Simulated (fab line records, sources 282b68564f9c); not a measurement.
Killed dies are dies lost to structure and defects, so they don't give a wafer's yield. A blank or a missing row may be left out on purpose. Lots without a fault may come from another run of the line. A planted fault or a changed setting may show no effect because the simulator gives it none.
fab line records | flow rit_cmos
record lots=13 wafers=39 last_day=7
route steps=202 shown NWELL@51 GATE@96 NLDD@112 PLDD@120
lots that met no fault: from a run of the same line without faults
start_h: hours from the record's first day to the start of the lot's first wafer shown | wait_h: hours since the lot's step before | " the same as in the row above | L1.1+2: a row that stands for several wafers | - no value, or no start given | * or withheld: withheld | < > ~ a bound
route shown NAME@n: a module of which the file shows steps, and the number in the route of the first | usual: mean/standard deviation of fault-free wafers | same: alike in all rows | chamber/n: place in a boat | sites: the reading at each site | _std_site: their standard deviation | _edge_site: outer sites' mean less inner sites' | radius_mm: how far each site lies from the wafer's centre | mask NAME#n: copy n | behind: the tool/chamber that last shaped the wafer | hold: why the lot was held/for how many hours/how that ended | device: the transistor (n, p or np) that didn't switch | end of line: the same wafers' tests at the end of the route | a step without rows: its recipe alone | killed: dies lost to structure and defects at the first sort, not the wafer's yield | map: a wafer's dies, x killed, . not, _ none there
set.NAME: the setting as run; set.NAME@STEP: as run at that earlier step | model.NAME: the simulator's own value behind a step, which no gauge read
steps of the route over a sample of lots; a table a step, a row a wafer
services: from which hour (start_h, from the record's first day; less than 0 if before it) a tool's chamber was out of use, for how many hours, and why
## steps
# step RIT_WELLDRIVE_RS_MEAS_01
# recipe thk_meas_gauge=four-point-probe
# usual NWELL_RS=276.2/0.94
# columns lot.wafer tool chamber start_h wait_h NWELL_RS[ohm/sq]
L462.3 film_metro-02 - 38.21 0.0 276.2
L462.4 " - " " 275.4
L462.5 " - " " 275.3
L463.1 film_metro-01 - 43.88 0.0 274.7
L463.3 " - " " 275.0
L463.4 " - " " 275.5
L464.1 film_metro-01 - 50.01 0.0 275.2
L464.4 " - " " 275.1
L464.5 " - " " 276.1
L465.2 film_metro-01 - 55.01 0.0 275.8
L465.4 " - " " 275.3
L465.5 " - " " 275.5
L467.1 film_metro-01 - 63.87 0.0 274.3
L467.3 " - " " 275.2
L467.5 " - " " 275.1
L468.1 film_metro-03 - 73.97 0.0 276.8
L468.3 " - " " 276.1
L468.6 " - " " 275.4
L469.1 film_metro-02 - 78.69 0.0 275.4
L469.4 " - " " 275.9
L469.6 " - " " 276.2
L470.2 film_metro-03 - 78.71 0.0 277.1
L470.4 " - " " 276.4
L470.5 " - " " 276.6
L472.2 film_metro-03 - 89.01 0.0 278.1
L472.3 " - " " 277.8
L472.4 " - " " 277.5
L473.1 film_metro-02 - 92.94 0.0 275.5
L473.5 " - " " 274.8
L473.6 " - " " 275.6
L474.2 film_metro-02 - 99.60 0.0 275.7
L474.3 " - " " 276.2
L474.5 " - " " 276.5
L475.1 film_metro-01 - 105.20 0.0 275.9
L475.4 " - " " 276.1
L475.5 " - " " 275.4
L483.1 film_metro-02 - 144.04 0.0 274.3
L483.2 " - " " 274.1
L483.4 " - " " 274.4
# step RIT_GATE_STRIP_20
# recipe chemistry=O2 time_s=180 resist=NOVOLAK platen_temp_c=withheld power_w=500 pressure_mtorr=4000 o2_flow_sccm=4000
# usual drypump_motor_current_A=5.7/0.62 run_length_s=208.3/0.59
# columns lot.wafer tool chamber start_h wait_h drypump_motor_current_A rf_hours_counter_h run_length_s
L462.3 plasma_asher-02 1 46.75 0.1 6.5 - 208.3
L462.4 " 0 " " 6.0 - 207.3
L462.5 " 1 " " 6.5 - 208.7
L463.1 plasma_asher-01 0 52.03 0.1 5.4 43 208.0
L463.3 " 1 " " 4.8 - 208.7
L463.4 " 0 " " 5.4 - 208.1
L464.1 plasma_asher-01 1 59.85 0.1 4.8 43 208.3
L464.4 " 1 " " 4.8 - 208.6
L464.5 " 1 " " 4.8 - 208.4
L465.2 plasma_asher-04 1 63.20 0.1 5.0 42 207.6
L465.4 " 1 " " 5.0 - 207.8
L465.5 " 0 " " 6.2 - 209.1
L467.1 plasma_asher-04 1 72.49 0.1 5.0 43 207.6
L467.3 " 1 " " 5.0 - 207.7
L467.5 " 1 " " 5.0 - 207.5
L468.1 plasma_asher-02 1 82.57 0.1 6.5 28 208.2
L468.3 " 1 " " 6.5 - 208.6
L468.6 " 1 " " 6.5 - 208.5
L470.2 plasma_asher-02 0 88.13 0.1 6.0 29 208.0
L470.4 " 1 " " 6.5 - 208.3
L470.5 " 0 " " 6.0 - 207.5
L469.1 plasma_asher-01 0 89.03 0.1 5.4 46 208.0
L469.4 " 0 " " 5.4 - 208.1
L469.6 " 1 " " 4.8 - 209.1
L472.2 plasma_asher-02 1 98.90 0.1 6.5 30 208.6
L472.3 " 1 " " 6.5 - 208.3
L472.4 " 0 " " 6.0 - 207.4
L473.1 plasma_asher-01 1 103.61 0.1 4.8 48 208.6
L473.5 " 1 " " 4.9 - 208.5
L473.6 " 0 " " 5.4 - 208.0
L474.2 plasma_asher-04 1 108.12 0.1 5.0 47 207.9
L474.3 " 0 " " 6.2 - 209.0
L474.5 " 0 " " 6.1 - 209.1
L475.1 plasma_asher-02 0 115.66 0.1 6.0 32 207.6
L475.4 " 0 " " 6.0 - 207.5
L475.5 " 1 " " 6.5 - 208.3
L483.1 plasma_asher-02 1 152.31 0.1 6.5 37 208.5
L483.2 " 0 " " 6.0 37 207.5
L483.4 " 1 " " 6.5 - 208.9
# step RIT_NLDD_STRIP_09
# recipe chemistry=O2 time_s=180 resist=NOVOLAK platen_temp_c=withheld power_w=500 pressure_mtorr=4000 o2_flow_sccm=4000
# usual drypump_motor_current_A=5.3/0.44 run_length_s=208.4/0.7
# columns lot.wafer tool chamber start_h wait_h drypump_motor_current_A rf_hours_counter_h run_length_s
L462.3 plasma_asher-03 1 51.49 0.1 4.9 - 207.8
L462.4 " 0 " " 5.7 - 209.4
L462.5 " 1 " " 4.9 - 207.6
L463.1 plasma_asher-03 0 58.82 0.1 5.7 43 209.1
L463.3 " 1 " " 4.9 - 207.5
L463.4 " 0 " " 5.7 - 209.0
L464.1 plasma_asher-03 1 65.98 0.1 4.9 43 207.3
L464.4 " 1 " " 5.0 - 207.3
L464.5 " 0 " " 5.7 - 208.9
L465.2 plasma_asher-01 1 68.73 0.1 4.8 44 208.4
L465.4 " 0 " " 5.4 - 208.1
L465.5 " 0 " " 5.4 - 208.6
L467.1 plasma_asher-04 1 77.57 0.1 5.0 44 207.5
L467.3 " 0 " " 6.2 - 209.1
L467.5 " 0 " " 6.2 - 209.2
L468.1 plasma_asher-01 1 87.60 0.1 4.8 46 208.6
L468.3 " 0 " " 5.4 - 208.1
L468.6 " 0 " " 5.4 - 208.7
L470.2 plasma_asher-04 0 92.78 0.1 6.2 45 208.9
L470.4 " 1 " " 5.0 - 207.7
L470.5 " 0 " " 6.1 - 208.9
L469.1 plasma_asher-03 1 93.49 0.1 4.9 46 207.7
L469.4 " 1 " " 5.0 - 207.7
L469.6 " 1 " " 4.9 - 207.6
L472.2 plasma_asher-03 1 103.57 0.1 5.0 47 208.1
L472.3 " 0 " " 5.7 - 208.8
L472.4 " 1 " " 5.0 - 207.6
L473.1 plasma_asher-03 0 108.31 0.1 5.7 48 208.9
L473.5 " 0 " " 5.7 - 209.2
L473.6 " 1 " " 5.0 - 207.4
L474.2 plasma_asher-03 1 112.72 0.1 4.9 49 207.4
L474.3 " 1 " " 4.9 - 208.2
L474.5 " 1 " " 4.9 - 207.7
L475.1 plasma_asher-03 0 121.09 0.1 5.7 50 72.4
L475.4 " 0 " " 5.7 - 72.2
L475.5 " 1 " " 4.9 - 72.1
L483.1 plasma_asher-01 1 156.98 0.1 4.8 2 208.7
L483.2 " 0 " " 5.4 2 208.1
L483.4 " 0 " " 5.4 - 208.2
# step RIT_PLDD_OVL_MEAS_06
# usual PLDD_OVL=0.3/1.5
# columns lot.wafer tool chamber start_h wait_h PLDD_OVL[nm]
L462.3 overlay-01 - 52.56 - 0.4
L462.4 " - " " -0.9
L462.5 " - " " 0.2
L463.1 overlay-01 - 59.90 - -0.9
L463.3 " - " " -0.2
L463.4 " - " " -1.2
L464.1 overlay-02 - 67.06 - -1.6
L464.4 " - " " 0.4
L464.5 " - " " 1.6
L465.2 overlay-01 - 69.95 - 2.1
L465.4 " - " " 2.2
L465.5 " - " " -0.1
L467.1 overlay-02 - 78.73 - -0.5
L467.3 " - " " -0.1
L467.5 " - " " -1.5
L468.1 overlay-01 - 88.69 - -0.1
L468.3 " - " " 0.9
L468.6 " - " " -0.6
L470.2 overlay-02 - 94.00 - 1.9
L470.4 " - " " 1.7
L470.5 " - " " 0.9
L469.1 overlay-02 - 94.57 - 1.4
L469.4 " - " " 1.1
L469.6 " - " " 1.9
L472.2 overlay-01 - 104.79 - -2.4
L472.3 " - " " 0.3
L472.4 " - " " -2.7
L473.1 overlay-01 - 109.40 - 0.3
L473.5 " - " " -0.8
L473.6 " - " " 0.5
L474.2 overlay-01 - 113.94 - 0.9
L474.3 " - " " 1.8
L474.5 " - " " 2.0
L475.1 overlay-02 - 122.30 - 0.1
L475.4 " - " " 0.7
L475.5 " - " " 0.0
L483.1 overlay-01 - 158.19 - 1.5
L483.2 " - " " 1.2
L483.4 " - " " -1.0
# step RIT_PLDD_TW_MEAS_10
# usual PLDD_TW=2346/12
# columns lot.wafer tool chamber start_h wait_h PLDD_TW
L462.3 film_metro-04 - 53.08 0.1 2360
L462.4 " - " " 2368
L462.5 " - " " 2366
L463.1 film_metro-04 - 60.41 0.1 2355
L463.3 " - " " 2379
L463.4 " - " " 2367
L464.1 film_metro-02 - 67.58 0.1 2327
L464.4 " - " " 2345
L464.5 " - " " 2333
L465.2 film_metro-01 - 70.47 0.1 2329
L465.4 " - " " 2343
L465.5 " - " " 2333
L467.1 film_metro-01 - 79.40 0.1 2367
L467.3 " - " " 2361
L467.5 " - " " 2359
L468.1 film_metro-02 - 89.20 0.1 2329
L468.3 " - " " 2338
L468.6 " - " " 2327
L470.2 film_metro-02 - 94.51 0.1 2337
L470.4 " - " " 2327
L470.5 " - " " 2328
L469.1 film_metro-02 - 95.08 0.1 2334
L469.4 " - " " 2335
L469.6 " - " " 2349
L472.2 film_metro-04 - 105.30 0.1 2349
L472.3 " - " " 2340
L472.4 " - " " 2339
L473.1 film_metro-04 - 109.91 0.1 2346
L473.5 " - " " 2339
L473.6 " - " " 2338
L474.2 film_metro-01 - 114.45 0.1 2351
L474.3 " - " " 2352
L474.5 " - " " 2356
L475.1 film_metro-04 - 122.82 0.1 30
L475.4 " - " " 30
L475.5 " - " " 30
L483.1 film_metro-01 - 158.70 0.1 2364
L483.2 " - " " 2358
L483.4 " - " " 2349
## services
# columns tool chamber start_h hours kind
plasma_asher-02 - 31.32 2.8 pm
plasma_asher-03 - 63.43 0.4 repair
plasma_asher-01 - 108.87 9.0 pm
plasma_asher-01 0 108.87 9.0 vent_cycle
plasma_asher-01 1 108.87 9.0 vent_cycle
plasma_asher-01 - 117.87 2.8 pm
plasma_asher-01 0 117.87 - clean
plasma_asher-01 1 117.87 - clean
plasma_asher-01 - 120.62 14.6 pm
## key
first_sign step=RIT_NLDD_STRIP_09 reading=run_length_s direction=down sigmas=99+ usual=* struck=*
effect step=RIT_PLDD_TW_MEAS_10 reading=PLDD_TW direction=down sigmas=99+ usual=2346 struck=30
met_at RIT_NLDD_STRIP_09
struck_lots L475
sort_left_out L475.1,L475.4,L475.5
tester_left_out L475
not_acting_at RIT_WELLDRIVE_RS_MEAS_01,RIT_GATE_STRIP_20,RIT_PLDD_OVL_MEAS_06
onset_between 112.72 121.09
fault kind=strip_aborted tool=plasma_asher-03 chamber=- onset_h=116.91 steps=RIT_NLDD_STRIP_09 offset=0.6 end_h=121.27
# tester_left_out: of these lots the tester's yield and bins aren't shown, on N5 and GAA mostly nor the transistor test; their killed dies are dies lost to structure and defects alone, not to doping, threshold or leakage, so they don't give the yield
# sort_left_out: the simulated sort isn't trusted on such a fault, so these wafers' sort isn't shown, and their yield isn't known
